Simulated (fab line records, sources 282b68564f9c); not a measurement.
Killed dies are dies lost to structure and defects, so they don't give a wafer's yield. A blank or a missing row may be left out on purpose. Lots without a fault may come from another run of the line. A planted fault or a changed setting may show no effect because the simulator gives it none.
fab line records | flow rit_cmos
record lots=14 wafers=42 last_day=7
route steps=202 shown CONTACT@168
lots that met no fault: from a run of the same line without faults
start_h: hours from the record's first day to the start of the lot's first wafer shown | wait_h: hours since the lot's step before | " the same as in the row above | L1.1+2: a row that stands for several wafers | - no value, or no start given | * or withheld: withheld | < > ~ a bound
route shown NAME@n: a module of which the file shows steps, and the number in the route of the first | usual: mean/standard deviation of fault-free wafers | same: alike in all rows | chamber/n: place in a boat | sites: the reading at each site | _std_site: their standard deviation | _edge_site: outer sites' mean less inner sites' | radius_mm: how far each site lies from the wafer's centre | mask NAME#n: copy n | behind: the tool/chamber that last shaped the wafer | hold: why the lot was held/for how many hours/how that ended | device: the transistor (n, p or np) that didn't switch | end of line: the same wafers' tests at the end of the route | a step without rows: its recipe alone | killed: dies lost to structure and defects at the first sort, not the wafer's yield | map: a wafer's dies, x killed, . not, _ none there
set.NAME: the setting as run; set.NAME@STEP: as run at that earlier step | model.NAME: the simulator's own value behind a step, which no gauge read
steps of the route over a sample of lots; a table a step, a row a wafer
services: from which hour (start_h, from the record's first day; less than 0 if before it) a tool's chamber was out of use, for how many hours, and why
## steps
# step RIT_CONTACT_CVD_00
# recipe material=SiO2 target_thk_nm=400 precursor=TEOS temp_c=390 time_s=61 rf_w=400
# usual heater_power_w=313/45
# columns lot.wafer tool chamber start_h wait_h heater_power_w
L891.1 pecvd-01 1 53.66 0.1 295
L891.2 " 0 " " 313
L891.4 " 2 " " 357
L893.2 pecvd-01 2 66.79 0.0 325
L893.4 " 0 " " 308
L893.6 " 1 " " 303
L894.1 pecvd-02 0 72.19 0.1 279
L894.4 " 2 " " 347
L894.6 " 0 " " 301
L895.1 pecvd-03 1 74.75 0.1 332
L895.3 " 2 " " 402
L895.4 " 1 " " 243
L896.1 pecvd-02 0 80.01 0.1 349
L896.3 " 2 " " 345
L896.5 " 2 " " 347
L897.1 pecvd-03 1 86.57 0.1 300
L897.3 " 0 " " 286
L897.6 " 0 " " 212
L899.2 pecvd-01 0 99.75 0.0 333
L899.5 " 0 " " 337
L899.6 " 1 " " 295
L900.1 pecvd-03 0 102.28 0.1 253
L900.3 " 2 " " 381
L900.4 " 1 " " 334
L901.2 pecvd-02 1 106.94 0.0 310
L901.4 " 2 " " 300
L901.5 " 1 " " 331
L902.2 pecvd-01 0 112.90 0.0 337
L902.3 " 1 " " 238
L902.6 " 0 " " 333
L909.3 pecvd-03 0 143.95 0.0 245
L909.4 " 2 " " 410
L909.6 " 1 " " 305
L911.1 pecvd-01 2 157.23 0.1 289
L911.3 " 0 " " 296
L911.6 " 1 " " 288
L912.3 pecvd-03 2 159.31 0.0 407
L912.4 " 0 " " 253
L912.6 " 1 " " 267
L914.1 pecvd-01 2 170.36 0.1 293
L914.4 " 0 " " 271
L914.5 " 1 " " 283
# step RIT_CONTACT_THK_MEAS_01
# recipe reads=SiO2_of_CONTACT_CVD_00
# usual CONTACT_TEOS_THK=399/4.7
# columns lot.wafer tool chamber start_h wait_h CONTACT_TEOS_THK[nm]
L891.1 film_metro-01 - 53.71 0.0 399
L891.2 " - " " 395
L891.4 " - " " 409
L893.2 film_metro-01 - 66.85 0.0 400
L893.4 " - " " 397
L893.6 " - " " 400
L894.1 film_metro-01 - 72.24 0.0 396
L894.4 " - " " 398
L894.6 " - " " 392
L895.1 film_metro-01 - 74.80 0.0 394
L895.3 " - " " 395
L895.4 " - " " 402
L896.1 film_metro-01 - 80.07 0.0 395
L896.3 " - " " 398
L896.5 " - " " 400
L897.1 film_metro-01 - 86.62 0.0 396
L897.3 " - " " 395
L897.6 " - " " 402
L899.2 film_metro-04 - 99.81 0.0 396
L899.5 " - " " 399
L899.6 " - " " 406
L900.1 film_metro-01 - 102.33 0.0 394
L900.3 " - " " 397
L900.4 " - " " 399
L901.2 film_metro-03 - 107.00 0.0 389
L901.4 " - " " 399
L901.5 " - " " 403
L902.2 film_metro-03 - 112.97 0.0 390
L902.3 " - " " 398
L902.6 " - " " 396
L909.3 film_metro-03 - 144.02 0.0 391
L909.4 " - " " 421
L909.6 " - " " 404
L911.1 film_metro-03 - 157.28 0.0 403
L911.3 " - " " 398
L911.6 " - " " 403
L912.3 film_metro-01 - 159.38 0.0 421
L912.4 " - " " 402
L912.6 " - " " 402
L914.1 film_metro-03 - 170.41 0.0 396
L914.4 " - " " 396
L914.5 " - " " 398
## services
# columns tool chamber start_h hours kind
pecvd-02 - 52.59 14.6 pm
pecvd-03 0 55.32 4.3 repair
pecvd-03 - 57.99 2.8 pm
pecvd-01 - 67.24 0.8 repair
pecvd-01 - 71.22 28.1 pm
pecvd-03 - 128.55 0.3 repair
## key
first_sign step=RIT_CONTACT_THK_MEAS_01 reading=CONTACT_TEOS_THK direction=up sigmas=4.8 usual=399 struck=421
effect none on later readings
met_at RIT_CONTACT_CVD_00
struck_lots L909,L912
struck_wafers L909.4,L912.3
tester_left_out L909,L912
onset_between 102.28 143.95
fault kind=process_parameter_drift tool=pecvd-03 chamber=2 onset_h=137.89 steps=RIT_CONTACT_CVD_00 channel=target_thk_nm offset=20.58 shape=step end_h=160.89 stated=400
# tester_left_out: of these lots the tester's yield and bins aren't shown, on N5 and GAA mostly nor the transistor test; their killed dies are dies lost to structure and defects alone, not to doping, threshold or leakage, so they don't give the yield
